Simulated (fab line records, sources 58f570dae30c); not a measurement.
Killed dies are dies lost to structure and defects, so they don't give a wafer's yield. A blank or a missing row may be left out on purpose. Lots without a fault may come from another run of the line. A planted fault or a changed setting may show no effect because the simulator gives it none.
Which tool did it? | flow berkeley_cmos170 | 7 lots, 21 wafers sampled, at 2 steps of a route of 331

WHAT THE GAUGES READ, wafer by wafer
UCB170_NLDD_TW_MEAS_11.
lot  | measured     | on            | NLDD_TW
L956 | day 7 19:07  | film_metro-03 | 2228 2229 2230
L958 | day 8 18:24  | film_metro-04 | 2231 2231 2231
L961 | day 9 08:52  | film_metro-01 | 2230 2221 2224
L966 | day 10 20:56 | film_metro-04 | 2125 2124 2121
L969 | day 11 17:27 | film_metro-03 | 2142 2128 2130
L974 | day 12 10:40 | film_metro-04 | 2238 2242 2234
L976 | day 12 21:26 | film_metro-03 | 2227 2218 2222

WHICH TOOL RAN EACH LOT (tool, then ch and the chambers of the sampled wafers, then the start)
lot  | UCB170_NLDD_IMPLANT_09
L956 | implanter-01 ch 0, day 7 18:52
L958 | implanter-01 ch 0, day 8 18:10
L961 | implanter-04 ch 0, day 9 08:37
L966 | implanter-01 ch 0, day 10 20:41
L969 | implanter-01 ch 0, day 11 17:12
L974 | implanter-04 ch 0, day 12 10:25
L976 | implanter-03 ch 0, day 12 21:11
- UCB170_NLDD_IMPLANT_09

THE ANSWER, worked out from the rows above alone
Rule: what is usual is taken from the lots themselves. Put in order of their means at a reading, lots are off if they are a third of the lots or fewer, leave a main group of 4 or more, and stand apart from it by a gap of 3 or more times the standard deviation of the main group's means; of several such gaps the widest counts. A main group whose means are all the same, to the digits that the tables above print for the reading, isn't used. A lot without any number at a reading at which 4 lots or more have one is off too. The other lots that the step has rows for count as sound.
Off: L966, L969, at UCB170_NLDD_TW_MEAS_11 (NLDD_TW). The main group: mean 2229, standard deviation 5.4.
A tool fits if, at a process step before that reading, it ran every lot that is off, and no sound lot after the first of them. The gauges at UCB170_NLDD_TW_MEAS_11 are tried like those tools. One fits: implanter-01 at UCB170_NLDD_IMPLANT_09. Its last sound lot is L958 (day 8 18:10), its first lot that is off L966 (day 10 20:41): a fault that began between those two fits.

WHAT THE SIMULATOR HAD PUT IN
Process parameter drift: implanter-01, from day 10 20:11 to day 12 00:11, at UCB170_NLDD_IMPLANT_09. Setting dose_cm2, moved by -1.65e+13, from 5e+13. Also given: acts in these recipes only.
Lots struck among those shown: L966, L969. The rule above found the same.
